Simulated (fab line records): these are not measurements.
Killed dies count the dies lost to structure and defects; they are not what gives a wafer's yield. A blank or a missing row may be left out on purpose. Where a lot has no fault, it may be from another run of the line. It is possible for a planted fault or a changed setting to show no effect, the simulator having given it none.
fab line records | flow ritCmos
[record] lots = 14 | wafers = 42 | lastDay = 7
route steps=202 shown SDANNEAL@154
lots with no fault: from the same line, run without faults
startH: start of the lot's first displayed wafer, in hours after the record's first day | waitH: hours from the lot's prior step to this one | " as in the row above | L1.1+2: one row covering several wafers at once | - no value present, or no start provided | * or withheld: withheld | < > ~ a bound
route shown NAME@n: NAME is a module with steps in the file, n the number in the route of the first one | usual: average and standard deviation across the fault-free wafers | same: alike in all rows | chamber/n: place in a boat | sites: the reading at each site | _std_site: their standard deviation | _edge_site: outer sites' mean less inner sites' | radiusMm: how far each site lies from the wafer's centre | mask NAME#n: copy n | behind: the most recent tool/chamber to have shaped the wafer | hold: the reason the lot was held/the length of the hold in hours/how it ended | device: which transistor (n, p or np) failed to switch | end of line: tests run on the same wafers once the route is complete | a step without rows: its recipe alone | killed: at the first sort, the dies lost to defects and structure; wafer yield is something else | map: a wafer's dies, marking killed ones x, the rest . and places with no die _
set.NAME: setting as actually run; set.NAME@STEP: the setting as run at that earlier step | model.NAME: the simulator's own value behind a step, which no gauge read
route steps across a sampled set of lots; one table per step, one row per wafer
services: when a tool's chamber went out of use (startH, in hours from the record's first day, below 0 if earlier), for how many hours, and the reason
[[steps]]
[step RIT_SDANNEAL_CLEAN_01]
[recipe] chemistry = dHF | dilution = 50:1 | timeS = 30
[usual] runLengthS = 59.0/2.7
lot.wafer | tool        | chamber | startH | waitH | runLengthS
L454.3    | wetBench-03 | 3       | 58.21  | 0.0   | 56.2
L454.5    | "           | 3       | "      | "     | 56.2
L454.6    | "           | 3       | "      | "     | 56.2
L455.1    | wetBench-03 | 1       | 63.02  | 0.0   | 58.2
L455.2    | "           | 1       | "      | "     | 58.2
L455.4    | "           | 1       | "      | "     | 58.2
L456.2    | wetBench-02 | 1       | 66.65  | 0.0   | 61.9
L456.3    | "           | 1       | "      | "     | 61.9
L456.6    | "           | 1       | "      | "     | 61.9
L457.2    | wetBench-04 | 0       | 73.77  | 0.0   | 55.4
L457.3    | "           | 0       | "      | "     | 55.4
L457.5    | "           | 0       | "      | "     | 55.4
L458.1    | wetBench-02 | 3       | 77.56  | 0.2   | 60.7
L458.3    | "           | 3       | "      | "     | 60.7
L458.6    | "           | 3       | "      | "     | 60.7
L460.1    | wetBench-02 | 2       | 91.34  | 0.0   | 60.6
L460.3    | "           | 2       | "      | "     | 60.6
L460.6    | "           | 2       | "      | "     | 60.6
L462.2    | wetBench-02 | 2       | 94.56  | 0.0   | 60.4
L462.4    | "           | 2       | "      | "     | 60.4
L462.5    | "           | 2       | "      | "     | 60.4
L465.1    | wetBench-03 | 3       | 111.37 | 0.0   | 177.1
L465.3    | "           | 3       | "      | "     | 177.1
L465.4    | "           | 3       | "      | "     | 177.1
L466.2    | wetBench-02 | 1       | 118.94 | 0.0   | 64.1
L466.5    | "           | 1       | "      | "     | 64.1
L466.6    | "           | 1       | "      | "     | 64.1
L468.1    | wetBench-03 | 2       | 125.71 | 0.0   | 180.8
L468.2    | "           | 2       | "      | "     | 180.8
L468.6    | "           | 2       | "      | "     | 180.8
L469.2    | wetBench-04 | 0       | 127.55 | 0.0   | 62.5
L469.4    | "           | 0       | "      | "     | 62.5
L469.6    | "           | 0       | "      | "     | 62.5
L471.2    | wetBench-04 | 2       | 142.05 | 0.0   | 62.8
L471.3    | "           | 2       | "      | "     | 62.8
L471.6    | "           | 2       | "      | "     | 62.8
L476.2    | wetBench-02 | 1       | 164.45 | 0.0   | 56.7
L476.4    | "           | 1       | "      | "     | 56.7
L476.6    | "           | 1       | "      | "     | 56.7
L477.3    | wetBench-02 | 0       | 170.54 | 0.0   | 57.5
L477.5    | "           | 0       | "      | "     | 57.5
L477.6    | "           | 0       | "      | "     | 57.5
[[services]]
tool        | chamber | startH | hours | kind
wetBench-03 | -       | 105.54 | 1.9   | repair
wetBench-03 | -       | 168.71 | 6.9   | repair
[[key]]
[firstSign] step = RIT_SDANNEAL_CLEAN_01 | reading = runLengthS | direction = up | sigmas = 45 | usual = * | struck = *
effect none on later readings
metAt RIT_SDANNEAL_CLEAN_01
struckLots L465,L468
testerLeftOut L465,L468
onsetBetween 63.02 111.37
[fault] kind = processParameterDrift | tool = wetBench-03 | chamber = - | onsetH = 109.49 | steps = RIT_SDANNEAL_CLEAN_01 | channel = timeS | offset = * | shape = step | endH = 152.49 | actsIn = * | stated = *
// testerLeftOut: of these lots the tester's yield and bins aren't shown, on N5 and GAA mostly nor the transistor test; their killed dies are dies lost to structure and defects alone, not to doping, threshold or leakage, so they don't give the yield
